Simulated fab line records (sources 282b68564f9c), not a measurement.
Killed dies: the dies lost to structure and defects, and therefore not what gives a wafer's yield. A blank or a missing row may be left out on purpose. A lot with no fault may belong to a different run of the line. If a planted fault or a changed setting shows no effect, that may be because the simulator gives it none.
Problem report in the 8D (eight disciplines) form, filled by code || flow ritCmos || the parts of the form that need people (team, actions taken, sign-off) are left out

1. THE ISSUE
GATE_POLY_THK at RIT_GATE_THK_MEAS_09 reads a mean of 193.5 nm on 3 wafers of 1 lot; wafers without a fault read 250.3 nm with a standard deviation of 2.4. That puts it -24 standard deviations away from the usual mean.
First seen on wafer L223.1, day 6 02:11, on filmMetro-03. Wafers with a number at this step in the record: 39, from 13 lots. Rule for "out", or "out of limits": more than 4 standard deviations from the usual mean. The rest of the wafers with a number are treated as sound.

2. WHAT IT IS, WHAT IT ISN'T
{"question": "which readings at this step", "is": "GATE_POLY_THK", "is not": "-"}
{"question": "which lots", "is": "L223", "is not": "L206, L208, L209, L211, L212, L215, L216, L219, L221, L227, L228, L229"}
{"question": "which wafers of those lots", "is": "all that have a number", "is not": "-"}
{"question": "read on which gauges", "is": "filmMetro-03", "is not": "filmMetro-02, filmMetro-04"}
{"question": "when", "is": "from day 6 02:11", "is not": "up to then (27 sound wafers); but 9 sound wafers of L227, L228, L229 came after"}

3. THE SUSPECTS, EACH WITH WHAT RULES IT OUT
Counting: a tool stays on the suspect list if, at a process step up to the reading, it processed all lots that are out and no sound lot following the first of them.
- ruled out: the gauge at RIT_GATE_THK_MEAS_09. All the wafers that are out were read on filmMetro-03, but those of them that RIT_GATE_ETCH_19 has rows for are out there too, on other tools.
- lpcvd-02 at RIT_GATE_CVD_08 (deposits poly-Si from SiH4, target thk 250 nm, time 2220 s): kept. It ran the lot that is out, L223 (day 6 00:34), and no sound lot after that; its last sound lot up to then is L215 (day 4 09:47).
After counting, what remains is lpcvd-02 at RIT_GATE_CVD_08.

4. THE CAUSE (what the simulator had put in)
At RIT_GATE_CVD_08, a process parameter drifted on lpcvd-02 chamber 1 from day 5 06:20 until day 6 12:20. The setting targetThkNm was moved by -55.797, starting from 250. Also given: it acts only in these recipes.
This tool alone remained once counting was done.

5. SEQUENCE OF EFFECTS, ordered by route
Each row: a reading where the mean over the struck wafers with a number is more than 3 standard deviations away from the usual. Only readings whose record carries a usual standard deviation are examined. hours: median over the lots of the time between each lot's start at the first step of this table that gives one and its start at this step. sigmas: the change, counted in usual standard deviations.
{"hours": 0, "step": "RIT_GATE_THK_MEAS_09", "reading": "GATE_POLY_THK", "usual": "250.3 nm", "on struck wafers": 193.5, "change": -56.8, "sigmas": -24}
{"hours": 2, "step": "RIT_GATE_ETCH_19", "reading": "oesProductAu", "usual": "0.842 a.u.", "on struck wafers": 0.708, "change": -0.134, "sigmas": -10}
The process steps in it:
- RIT_GATE_ETCH_19: etches poly-Si in SF6/CHF3/O2, stops on SiO2, time 165 s, target depth 312.5 nm.

6. HOW IT WOULD HAVE BEEN CAUGHT EARLIER
20 hours passed between the start of the fault at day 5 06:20 and the first reading out of limits at a measuring or inspecting step in this record, taken at day 6 02:11.
No tool reading at RIT_GATE_CVD_08 that has a usual standard deviation in the record was out on any struck wafer, so an alarm limit of 4 standard deviations on those readings would not have fired.
By day 6 02:11, every lot that is out (1) had started RIT_GATE_CVD_08 on lpcvd-02. Holding the tool at that point would not have protected any of them.
